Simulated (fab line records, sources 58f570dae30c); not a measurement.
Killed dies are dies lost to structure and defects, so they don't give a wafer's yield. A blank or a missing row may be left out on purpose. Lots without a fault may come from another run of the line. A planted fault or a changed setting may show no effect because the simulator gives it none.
Which tool did it? | flow berkeley_cmos170 | 15 lots, 45 wafers sampled, at 3 steps of a route of 331

WHAT THE GAUGES READ, wafer by wafer
UCB170_PVT_TW_MEAS_09. Usual: PVT_TW 507.5, standard deviation 2.1.
lot  | measured     | on            | PVT_TW            | flag
L637 | day 7 01:10  | film_metro-01 | 507.4 504.9 506.2 |
L639 | day 7 01:24  | film_metro-04 | 505.6 506.4 505.5 |
L641 | day 7 10:57  | film_metro-01 | 508.8 506.8 508.6 |
L642 | day 8 04:34  | film_metro-01 | 510.2 509.3 508.7 |
L645 | day 8 16:50  | film_metro-04 | 507.9 508.3 510.8 |
L646 | day 8 16:58  | film_metro-02 | 506.6 506.3 507.0 |
L650 | day 9 04:06  | film_metro-02 | 508.9 508.5 507.2 |
L653 | day 10 02:41 | film_metro-01 | 507.6 509.0 507.6 |
L654 | day 10 02:42 | film_metro-04 | 510.1 508.9 513.5 |
L655 | day 10 02:50 | film_metro-02 | 511.0 511.7 509.2 |
L657 | day 10 18:08 | film_metro-01 | 506.9 506.2 509.5 |
L656 | day 10 18:23 | film_metro-01 | 508.4 507.3 508.5 |
L658 | day 11 11:40 | film_metro-01 | 505.7 506.7 503.9 |
L659 | day 11 11:23 | film_metro-01 | 503.9 499.3 503.4 |
L660 | day 11 06:17 | film_metro-04 | 507.4 507.9 509.9 |

UCB170_GATE_THK_MEAS_02. Usual: GATE_OXIDE_THK 6.62 nm, standard deviation 0.13.
lot  | measured     | on            | GATE_OXIDE_THK (nm) | flag
L637 | day 7 05:13  | film_metro-03 | 6.55 6.59 6.60      |
L639 | day 7 05:14  | film_metro-01 | 6.71 6.78 6.67      |
L641 | day 7 18:47  | film_metro-03 | 6.71 6.86 6.74      |
L642 | day 8 09:17  | film_metro-01 | 6.55 6.43 6.63      |
L645 | day 8 22:17  | film_metro-03 | 6.69 6.61 6.61      |
L646 | day 8 22:18  | film_metro-01 | 6.54 6.62 6.63      |
L650 | day 9 10:28  | film_metro-01 | 6.45 6.48 6.53      |
L653 | day 10 07:50 | film_metro-01 | 6.51 6.42 6.57      |
L654 | day 10 07:49 | film_metro-03 | 6.72 6.81 6.88      |
L655 | day 10 07:49 | film_metro-02 | 6.48 6.42 6.44      |
L657 | day 10 23:16 | film_metro-01 | 6.52 6.70 6.62      |
L656 | day 10 23:14 | film_metro-03 | 6.61 6.63 6.74      |
L658 | day 11 21:10 | film_metro-01 | 6.71 6.76 6.74      |
L659 | day 11 13:11 | film_metro-02 | 6.35 6.27 6.50      |
L660 | day 11 13:11 | film_metro-01 | 6.70 6.63 6.67      |

WHICH TOOL RAN EACH LOT (tool, then ch and the chambers of the sampled wafers, then the start)
lot  | UCB170_PWELL_PEB_11
L637 | litho_track-03 ch 0, day 3 17:37
L639 | litho_track-02 ch 0, day 3 17:42
L641 | litho_track-02 ch 0, day 4 05:46
L642 | litho_track-02 ch 0, day 4 19:00
L645 | litho_track-02 ch 0, day 5 07:26
L646 | litho_track-02 ch 0, day 5 07:44
L650 | litho_track-03 ch 0, day 6 03:55
L653 | litho_track-03 ch 0, day 6 22:40
L654 | litho_track-01 ch 0, day 7 01:34
L655 | litho_track-03 ch 0, day 7 05:40
L657 | litho_track-03 ch 0, day 7 16:31
L656 | litho_track-02 ch 0, day 7 16:43
L658 | litho_track-03 ch 0, day 8 00:01
L659 | litho_track-03 ch 0, day 8 00:18
L660 | litho_track-01 ch 0, day 8 07:22
- UCB170_PWELL_PEB_11

WHAT THE TOOLS THEMSELVES READ (means of the sampled wafers that have a number; where no wafer has one, the mark that the record gives instead)
UCB170_PWELL_PEB_11. Usual: heater_power_total_W 56.80 W, standard deviation 0.042; plate_temp_C 130.02 C, standard deviation 0.16.
lot  | tool           | heater_power_total_W (W) | plate_temp_C (C) | flag
L637 | litho_track-03 | 56.77                    | 130.05           |
L639 | litho_track-02 | 56.80                    | 130.16           |
L641 | litho_track-02 | 56.84                    | 130.03           |
L642 | litho_track-02 | 57.52                    | 131.43           | OFF
L645 | litho_track-02 | 57.48                    | 131.32           | OFF
L646 | litho_track-02 | 57.51                    | 131.29           | OFF
L650 | litho_track-03 | 56.79                    | 130.07           |
L653 | litho_track-03 | 56.80                    | 129.84           |
L654 | litho_track-01 | 56.81                    | 129.91           |
L655 | litho_track-03 | 56.85                    | 129.94           |
L657 | litho_track-03 | 56.81                    | 130.22           |
L656 | litho_track-02 | 56.80                    | 129.90           |
L658 | litho_track-03 | 56.79                    | 130.17           |
L659 | litho_track-03 | 56.79                    | 129.90           |
L660 | litho_track-01 | 56.82                    | 130.17           |

THE ANSWER, worked out from the rows above alone
Rule: a lot is off if the mean of its wafers that have a number lies more than 3 standard deviations from the usual mean. A lot without any number at a reading at which 4 lots or more have one is off too. The other lots that the step has rows for count as sound. The gauges are gone through in route order, then the tools' own readings, and for those a lot's mean is taken as printed above. The first step at which some lot is off is used, and at that step the reading that is off furthest; a lot without a number counts as furthest.
Off: L642, L645, L646, at UCB170_PWELL_PEB_11 (heater_power_total_W).
A tool fits if, at that step or a process step before it, it ran every lot that is off, and no sound lot after the first of them. None of those tried fits.

WHAT THE SIMULATOR HAD PUT IN
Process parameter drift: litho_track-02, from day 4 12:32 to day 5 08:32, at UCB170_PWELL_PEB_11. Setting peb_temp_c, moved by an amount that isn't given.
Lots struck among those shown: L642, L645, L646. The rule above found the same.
